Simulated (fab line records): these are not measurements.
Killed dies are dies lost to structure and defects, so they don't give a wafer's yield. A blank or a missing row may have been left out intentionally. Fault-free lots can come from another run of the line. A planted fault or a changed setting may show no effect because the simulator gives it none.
The tool behind it: which one? :: flow berkeleyCmos170 :: 42 wafers from 14 lots sampled at 3 of the route's 331 steps

WHAT THE GAUGES SHOWED, per wafer
UCB170_PFIELD_OVL_MEAS_06. Usual: PFIELD_OVL 0 nm, standard deviation 5.8.
lot: L376
measured: day 4 11:10
on: overlay-01
PFIELD_OVL (nm): 1 4 -6
flag: 

lot: L379
measured: day 5 08:03
on: overlay-01
PFIELD_OVL (nm): 1 -2 4
flag: 

lot: L380
measured: day 5 08:10
on: overlay-02
PFIELD_OVL (nm): 0 -2 -6
flag: 

lot: L385
measured: day 6 09:40
on: overlay-01
PFIELD_OVL (nm): 11 12 12
flag: 

lot: L384
measured: day 6 10:20
on: overlay-01
PFIELD_OVL (nm): 5 7 8
flag: 

lot: L389
measured: day 7 01:12
on: overlay-01
PFIELD_OVL (nm): 5 4 1
flag: 

lot: L391
measured: day 7 16:50
on: overlay-01
PFIELD_OVL (nm): - - -
flag: OFF

lot: L392
measured: day 7 17:15
on: overlay-01
PFIELD_OVL (nm): - - -
flag: OFF

lot: L393
measured: day 7 17:34
on: overlay-02
PFIELD_OVL (nm): -6 -5 -8
flag: 

lot: L394
measured: day 8 00:20
on: overlay-02
PFIELD_OVL (nm): -3 -2 -7
flag: 

lot: L395
measured: day 8 12:41
on: overlay-02
PFIELD_OVL (nm): 0 2 -1
flag: 

lot: L397
measured: day 8 15:32
on: overlay-02
PFIELD_OVL (nm): 7 5 7
flag: 

lot: L398
measured: day 8 23:02
on: overlay-01
PFIELD_OVL (nm): 4 2 -1
flag: 

lot: L399
measured: day 8 23:13
on: overlay-02
PFIELD_OVL (nm): 3 7 4
flag: 

UCB170_PFIELD_TW_MEAS_09. Usual: PFIELD_TW 596, standard deviation 5.2.
lot: L376
measured: day 4 11:28
on: filmMetro-04
PFIELD_TW: 602 602 603
flag: 

lot: L379
measured: day 5 08:20
on: filmMetro-04
PFIELD_TW: 600 603 598
flag: 

lot: L380
measured: day 5 08:28
on: filmMetro-04
PFIELD_TW: 599 596 598
flag: 

lot: L385
measured: day 6 09:57
on: filmMetro-01
PFIELD_TW: 589 588 591
flag: 

lot: L384
measured: day 6 10:37
on: filmMetro-02
PFIELD_TW: 591 592 590
flag: 

lot: L389
measured: day 7 01:30
on: filmMetro-01
PFIELD_TW: 594 591 591
flag: 

lot: L391
measured: day 7 17:07
on: filmMetro-02
PFIELD_TW: 593 593 590
flag: 

lot: L392
measured: day 7 17:33
on: filmMetro-04
PFIELD_TW: 599 599 604
flag: 

lot: L393
measured: day 7 17:50
on: filmMetro-04
PFIELD_TW: 601 603 602
flag: 

lot: L394
measured: day 8 00:38
on: filmMetro-02
PFIELD_TW: 594 592 597
flag: 

lot: L395
measured: day 8 12:58
on: filmMetro-02
PFIELD_TW: 593 594 593
flag: 

lot: L397
measured: day 8 15:50
on: filmMetro-04
PFIELD_TW: 608 603 603
flag: 

lot: L398
measured: day 8 23:19
on: filmMetro-02
PFIELD_TW: 595 596 599
flag: 

lot: L399
measured: day 8 23:30
on: filmMetro-01
PFIELD_TW: 595 591 595
flag: 

WHAT TOOL EACH LOT RAN ON (gives the tool, then ch and the chambers of the sampled wafers, and finally the start)
lot: L376
UCB170_PFIELD_COAT_01: lithoTrack-02 ch 0, day 4 09:49

lot: L379
UCB170_PFIELD_COAT_01: lithoTrack-02 ch 0, day 5 07:07

lot: L380
UCB170_PFIELD_COAT_01: lithoTrack-01 ch 0, day 5 07:13

lot: L385
UCB170_PFIELD_COAT_01: lithoTrack-02 ch 0, day 6 08:50

lot: L384
UCB170_PFIELD_COAT_01: lithoTrack-04 ch 0, day 6 08:56

lot: L389
UCB170_PFIELD_COAT_01: lithoTrack-01 ch 0, day 7 00:33

lot: L391
UCB170_PFIELD_COAT_01: lithoTrack-01, day 7 15:38

lot: L392
UCB170_PFIELD_COAT_01: lithoTrack-04, day 7 15:43

lot: L393
UCB170_PFIELD_COAT_01: lithoTrack-01 ch 0, day 7 16:32

lot: L394
UCB170_PFIELD_COAT_01: lithoTrack-04 ch 0, day 7 23:08

lot: L395
UCB170_PFIELD_COAT_01: lithoTrack-04 ch 0, day 8 11:59

lot: L397
UCB170_PFIELD_COAT_01: lithoTrack-02 ch 0, day 8 13:59

lot: L398
UCB170_PFIELD_COAT_01: lithoTrack-04 ch 0, day 8 21:28

lot: L399
UCB170_PFIELD_COAT_01: lithoTrack-02 ch 0, day 8 21:44
- UCB170_PFIELD_COAT_01: resist thk 900 nm.

AS READ BY THE TOOLS THEMSELVES (means over the sampled wafers that have a number; for cases with no such wafer, the mark the record gives instead)
UCB170_PFIELD_COAT_01. Usual: chillPlateTempC 23.01 C, standard deviation 0.11; dispensePressureKPa 47.3 kPa, standard deviation 2.3; spinSpeedRpm 1500.0 rpm, standard deviation 0.97.
lot: L376
tool: lithoTrack-02
chillPlateTempC (C): 23.20
dispensePressureKPa (kPa): 48.4
spinSpeedRpm (rpm): 1499.4
flag: 

lot: L379
tool: lithoTrack-02
chillPlateTempC (C): 22.94
dispensePressureKPa (kPa): 48.4
spinSpeedRpm (rpm): 1500.6
flag: 

lot: L380
tool: lithoTrack-01
chillPlateTempC (C): 22.94
dispensePressureKPa (kPa): 49.3
spinSpeedRpm (rpm): 1499.2
flag: 

lot: L385
tool: lithoTrack-02
chillPlateTempC (C): 22.96
dispensePressureKPa (kPa): 48.4
spinSpeedRpm (rpm): 1499.3
flag: 

lot: L384
tool: lithoTrack-04
chillPlateTempC (C): 23.05
dispensePressureKPa (kPa): 44.1
spinSpeedRpm (rpm): 1498.5
flag: 

lot: L389
tool: lithoTrack-01
chillPlateTempC (C): 23.02
dispensePressureKPa (kPa): 49.3
spinSpeedRpm (rpm): 1499.0
flag: 

lot: L391
tool: lithoTrack-01
chillPlateTempC (C): -
dispensePressureKPa (kPa): -
spinSpeedRpm (rpm): -
flag: OFF

lot: L392
tool: lithoTrack-04
chillPlateTempC (C): -
dispensePressureKPa (kPa): -
spinSpeedRpm (rpm): -
flag: OFF

lot: L393
tool: lithoTrack-01
chillPlateTempC (C): 22.88
dispensePressureKPa (kPa): 49.3
spinSpeedRpm (rpm): 1500.9
flag: 

lot: L394
tool: lithoTrack-04
chillPlateTempC (C): 23.16
dispensePressureKPa (kPa): 44.1
spinSpeedRpm (rpm): 1500.9
flag: 

lot: L395
tool: lithoTrack-04
chillPlateTempC (C): 23.04
dispensePressureKPa (kPa): 44.1
spinSpeedRpm (rpm): 1501.3
flag: 

lot: L397
tool: lithoTrack-02
chillPlateTempC (C): 23.13
dispensePressureKPa (kPa): 48.3
spinSpeedRpm (rpm): 1499.2
flag: 

lot: L398
tool: lithoTrack-04
chillPlateTempC (C): 22.94
dispensePressureKPa (kPa): 44.1
spinSpeedRpm (rpm): 1499.9
flag: 

lot: L399
tool: lithoTrack-02
chillPlateTempC (C): 23.06
dispensePressureKPa (kPa): 48.3
spinSpeedRpm (rpm): 1499.4
flag: 

THE ANSWER, worked out from the rows above alone
Rule: lot off if the mean of its wafers having a number is beyond 3 standard deviations from the usual mean. Also off: a lot with no number at a reading for which 4 or more lots have one. The other lots that the step has rows for count as sound. Order of review: gauges by route order, followed by the tools' own readings, for which a lot's mean as printed above is used. The first step at which some lot is off is used, and at that step the reading that is off furthest; a lot without a number counts as furthest.
Off: at UCB170_PFIELD_OVL_MEAS_06 (PFIELD_OVL), L391, L392. Without a number there: L391, L392.
If a tool, at a process step before that reading, ran all the lots that are off and no sound lot after the first of them, it fits. Not tried: the gauges at UCB170_PFIELD_OVL_MEAS_06; whatever is off there is also off at UCB170_PFIELD_COAT_01, on other tools, and gauge error can't account for it. None of those tried fits.

WHAT THE SIMULATOR HAD INSERTED
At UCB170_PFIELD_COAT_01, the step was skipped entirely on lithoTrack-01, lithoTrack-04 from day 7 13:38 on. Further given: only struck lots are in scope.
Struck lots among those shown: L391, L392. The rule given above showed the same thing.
